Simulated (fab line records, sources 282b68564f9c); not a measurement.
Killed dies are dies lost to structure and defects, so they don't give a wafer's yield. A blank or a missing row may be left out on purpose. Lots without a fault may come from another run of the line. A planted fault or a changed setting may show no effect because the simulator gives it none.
A struck lot beside a sound one | flow rit_cmos | 15 steps out of a route of 202
Sound: wafers L543.1, L543.5, L543.6. Struck: wafers L551.1, L551.4, L551.6. The cause comes at the end.
At each step with rows: each side's tool, then ch and its chambers, then its first start. Under that, the readings that differ: sound wafers | struck wafers | difference of the means | sigmas: that difference in standard deviations of wafers without a fault.
alike: readings whose means differ by less than 2 such deviations, and words and numbers that are the same on both sides. not compared: withheld readings, readings that some wafer has no value for, bounds like >300 that may hide the same value, and numbers for which the record gives no deviation and whose values overlap.
The two part at a step that has a row with sigmas, a row that says differs or no value, or rows on one side only. Numbers that don't overlap but have no deviation are shown without sigmas and don't part them. A reading that every wafer of one side lacks parts them only if that side has two wafers or more.

first, 1 step without rows for these wafers: RIT_FOX2_OXIDATION_00 (target thk 350.7 nm, ox time 1130 s).
RIT_FOX2_THK_MEAS_01:
  sound on film_metro-03, day 3 10:20; struck on film_metro-01, day 5 03:26
  alike: FOX2_OXIDE_THK
then, 2 steps without rows for these wafers: RIT_FOX2_CLEAN_02 (cleans in dHF, time 180 s); RIT_FOX2_WET_ETCH_03 (etches Si3N4 in H3PO4, target depth 195 nm, time 2782 s).
RIT_FOX2_THK_MEAS_90:
  sound on film_metro-02, day 3 11:12; struck on film_metro-03, day 5 04:19
  alike: FIELD_OXIDE_LEFT_1_THK
then, 6 steps without rows for these wafers: RIT_NWELL_HMDS_00 (prime time 60 s); RIT_NWELL_COAT_01 (resist thk 1300 nm); RIT_NWELL_SOFTBAKE_02 (time 60 s); RIT_NWELL_EXPOSE_03 (exposes mask M2, target cd 43900 nm); RIT_NWELL_PEB_04; RIT_NWELL_DEVELOP_05 (develop time 68 s).
RIT_NWELL_OVL_MEAS_06:
  sound on overlay-01, day 3 12:16; struck on overlay-02, day 5 05:20
  alike: NWELL_OVL
RIT_NWELL_HARDBAKE_07: time 120 s.
  sound on litho_track-03 ch 0, day 3 12:18; struck on litho_track-03 ch 0, day 5 05:23
  reading                  | sound                | struck               | difference | sigmas
  heater_power_total_W (W) | 52.00 51.97 51.99    | 51.15 51.17 51.13    | -0.84      | -14
  plate_temp_C (C)         | 139.84 140.11 140.03 | 138.32 138.35 138.15 | -1.72      | -13
then, 1 step without rows for these wafers: RIT_NWELL_IMPLANT_08.
RIT_M1_PROBE_99:
  sound on prober-02, day 5 02:41; struck on prober-02, day 6 17:38
  alike: killed_at_M0_to_M3, killed_at_front_end, killed_dies, killed_open, killed_short

WHERE THEY PART
Only at RIT_NWELL_HARDBAKE_07, within this record. Later steps at which nothing parts them and some readings are alike: RIT_M1_PROBE_99.

WHY: what the simulator had put in
Process parameter drift: litho_track-03, from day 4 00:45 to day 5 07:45, at RIT_NWELL_HARDBAKE_07. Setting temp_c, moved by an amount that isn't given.
